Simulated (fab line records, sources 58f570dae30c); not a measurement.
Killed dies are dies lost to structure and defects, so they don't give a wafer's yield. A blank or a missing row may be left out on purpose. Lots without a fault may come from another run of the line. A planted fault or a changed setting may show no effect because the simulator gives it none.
Problem report in the 8D (eight disciplines) form, filled by code | flow berkeley_cmos170 | the parts of the form that need people (team, actions taken, sign-off) are left out

1. THE PROBLEM
run_length_s at UCB170_FIELD_WET_ETCH_06 reads a mean of 40.7 s on 6 wafers of 2 lots; wafers without a fault read 48.9 s with a standard deviation of 1.8. That is -4.6 standard deviations from the usual mean.
The step: etches SiO2 in BOE, time 22 s.
First seen on wafer L174.1, day 8 11:20, on wet_bench-04. The record holds 18 wafers of 6 lots with a number at this step. Rule for "out", or "out of limits": more than 4 standard deviations from the usual mean. The other wafers with a number count as sound.

2. WHAT IT IS AND WHAT IT IS NOT
question                    | is                     | is not
which readings at this step | run_length_s           | -
which lots                  | L174, L175             | L161, L168, L173, L176
which wafers of those lots  | all that have a number | -
read on which tools         | wet_bench-04           | wet_bench-01, wet_bench-03
when                        | from day 8 11:20       | up to then (9 sound wafers); but 3 sound wafers of L176 came after

3. SUSPECTS, AND WHAT RULES EACH OUT
Counting: a tool at a process step up to the reading stays a suspect if it ran every lot that is out and no sound lot after the first of them.
- wet_bench-04 at UCB170_FIELD_WET_ETCH_06 (etches SiO2 in BOE, time 22 s): kept. It ran every lot that is out, first L174 (day 8 11:20), and no sound lot after that; its last sound lot up to then is L168 (day 7 08:29). Its own readings are out on those wafers: run_length_s.
Left after counting: wet_bench-04 at UCB170_FIELD_WET_ETCH_06.

4. THE CAUSE (what the simulator had put in)
Process parameter drift: wet_bench-04, from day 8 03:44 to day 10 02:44, at UCB170_FIELD_WET_ETCH_06. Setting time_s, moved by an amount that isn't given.
Counting left only this tool.

5. THE CHAIN OF EFFECTS, in route order
Each row: a reading whose mean over the struck wafers that have a number lies more than 3 standard deviations from the usual. Only readings for which the record gives a usual standard deviation are gone through. hours: the time from each lot's start at the first step in this table that gives one to its start at this step, as a median over the lots. sigmas: the change in usual standard deviations.
hours | step                     | reading      | usual  | on struck wafers | change | sigmas
0     | UCB170_FIELD_WET_ETCH_06 | run_length_s | 48.9 s | 40.7             | -8.2   | -4.6
The process steps in it:
- UCB170_FIELD_WET_ETCH_06: etches SiO2 in BOE, time 22 s.
Later measuring or inspecting steps at which every struck wafer that the step has a row for has a number for every such reading, and none has moved that far: UCB170_FIELD_THK_MEAS_90.

6. WHAT WOULD HAVE CAUGHT IT SOONER
In this record the first reading out of limits was taken at day 8 11:20, 8 hours after the fault began at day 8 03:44.
